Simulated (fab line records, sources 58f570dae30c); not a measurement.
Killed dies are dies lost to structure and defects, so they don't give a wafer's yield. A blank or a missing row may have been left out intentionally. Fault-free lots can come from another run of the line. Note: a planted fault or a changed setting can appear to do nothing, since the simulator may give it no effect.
Which tool is to blame? -- flow berkeley_cmos170 -- 18 wafers from 6 lots sampled at 2 of the route's 331 steps

== WHAT THE GAUGES READ, wafer by wafer ==
UCB170_NWELL_TW_MEAS_16.
lot,measured,on,NWELL_TW
L578,day 2 19:32,film_metro-01,1245 1237 1237
L585,day 4 09:52,film_metro-03,1147 1139 1138 1139 1137 1150
L591,day 5 09:50,film_metro-03,1146 1142 1139 1152 1144 1146
L593,day 5 21:36,film_metro-03,1255 1253 1255
L597,day 6 20:22,film_metro-04,1256 1256 1266
L599,day 7 05:40,film_metro-01,1239 1248 1247

== EACH LOT AND THE TOOL THAT RAN IT (in order: tool; ch and the chambers of the sampled wafers; start) ==
lot,UCB170_NWELL_IMPLANT_14
L578,"implanter-04 ch 0, day 2 19:17"
L585,"implanter-04 ch 0, day 4 09:37"
L591,"implanter-04 ch 0, day 5 09:35"
L593,"implanter-02 ch 0, day 5 21:23"
L597,"implanter-02 ch 0, day 6 20:10"
L599,"implanter-02 ch 0, day 7 05:25"
- UCB170_NWELL_IMPLANT_14

== THE ANSWER, worked out from the rows above alone ==
Rule: the usual values come from the lots themselves. The widest of any qualifying gaps counts: lots, ordered by their means at a reading, are off when they make up no more than a third of the lots, leave a main group of 4 or more, and stand apart from it by 3 or more times the standard deviation of that group's means. If all means in a main group match to the digits the tables above print for the reading, that group is not used. Also off: a lot with no number at a reading for which 4 or more lots have one. The other lots that the step has rows for count as sound.
Off: L585, L591, at UCB170_NWELL_TW_MEAS_16 (NWELL_TW). Mean 1250 and standard deviation 7.7 in the main group.
If a tool, at a process step before that reading, ran all the lots that are off and no sound lot after the first of them, it fits. Gauges at UCB170_NWELL_TW_MEAS_16: tried the same way as those tools. One fits: implanter-04 at UCB170_NWELL_IMPLANT_14. Its last sound lot is L578 (day 2 19:17), its first lot that is off L585 (day 4 09:37): a fault that began between those two fits.

== WHAT THE SIMULATOR HAD PUT IN ==
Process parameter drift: implanter-04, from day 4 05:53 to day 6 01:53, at UCB170_NWELL_IMPLANT_14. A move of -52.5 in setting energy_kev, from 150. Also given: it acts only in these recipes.
Lots struck among those shown: L585, L591. Same finding as the rule above.
